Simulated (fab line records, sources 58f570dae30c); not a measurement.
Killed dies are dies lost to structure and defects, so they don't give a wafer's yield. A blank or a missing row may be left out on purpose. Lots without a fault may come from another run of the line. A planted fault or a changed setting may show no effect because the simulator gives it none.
A struck lot beside a sound one | flow berkeley_cmos170 | 15 steps out of a route of 331
Sound: wafers L697.1, L697.3, L697.5. Struck: wafers L700.2, L700.6. (L700.4 of the same lot was not struck and is left out.) The cause comes at the end.
At each step with rows: each side's tool, then ch and its chambers, then its first start. Under that, the readings that differ: sound wafers | struck wafers | difference of the means | sigmas: that difference in standard deviations of wafers without a fault.
alike: readings whose means differ by less than 2 such deviations, and words and numbers that are the same on both sides. not compared: withheld readings, readings that some wafer has no value for, bounds like >300 that may hide the same value, and numbers for which the record gives no deviation and whose values overlap.
The two part at a step that has a row with sigmas, a row that says differs or no value, or rows on one side only. Numbers that don't overlap but have no deviation are shown without sigmas and don't part them. A reading that every wafer of one side lacks parts them only if that side has two wafers or more.

first, 2 steps without rows for these wafers: UCB170_M3_COAT_05 (resist thk 900 nm); UCB170_M3_SOFTBAKE_06 (time 60 s).
UCB170_M3_STRIP_07: strips in O2.
  sound on plasma_asher-01 ch 0, day 9 23:54; struck on plasma_asher-03 ch 0,1, day 10 20:31
  alike: drypump_motor_current_A, oes_product_au, strip_time_to_endpoint_s
  not compared: rf_hours_counter_h
then, 7 steps without rows for these wafers: UCB170_M3_STRIP_08 (strips KrF in DMSO, time 600 s); UCB170_M3_COAT_09; UCB170_M3_COAT_10 (resist thk 900 nm); UCB170_M3_SOFTBAKE_11 (time 60 s); UCB170_M3_EXPOSE_12 (exposes mask METAL3, target cd 700 nm); UCB170_M3_PEB_13; UCB170_M3_DEVELOP_14 (develop time 45 s).
UCB170_M3_CD_MEAS_15: target cd 700 nm.
  sound on cd_sem-01, day 10 01:01; struck on cd_sem-01, day 10 22:25
  alike: cd_nm
UCB170_M3_OVL_MEAS_16:
  sound on overlay-01, day 10 01:08; struck on overlay-02, day 10 22:31
  alike: M3_OVL
UCB170_M3_ETCH_17: etches BARC in N2/H2.
  sound on rie_diel-02 ch 1,2,3, day 10 01:11; struck on rie_diel-03 ch 2, day 10 22:33
  reading               | sound             | struck      | difference | sigmas
  oes_product_au (a.u.) | 1.019 0.999 0.994 | 0.886 0.897 | -0.113     | -6
  alike: drypump_motor_current_A, h2_flow_sccm, throttle_valve_pct
UCB170_M3_METAL_ETCH_18: etches Al in Cl2/BCl3, stops on SiO2, target depth 1170 nm, time 195 s.
  sound on rie_metal-02 ch 0,1, day 10 01:13; struck on rie_metal-04 ch 0,1, day 10 22:36
  alike: drypump_motor_current_A, mfc_cl2_sccm, oes_product_au, throttle_valve_pct
  not compared: rf_hours_counter_h
then, 1 step without rows for these wafers: UCB170_M3_PROBE_99.

WHERE THEY PART
Only at UCB170_M3_ETCH_17, within this record. Later steps at which nothing parts them and some readings are alike: UCB170_M3_METAL_ETCH_18.

WHY: what the simulator had put in
Process parameter drift: rie_diel-03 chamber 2, from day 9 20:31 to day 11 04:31, at UCB170_M3_ETCH_17. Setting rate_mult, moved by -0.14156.
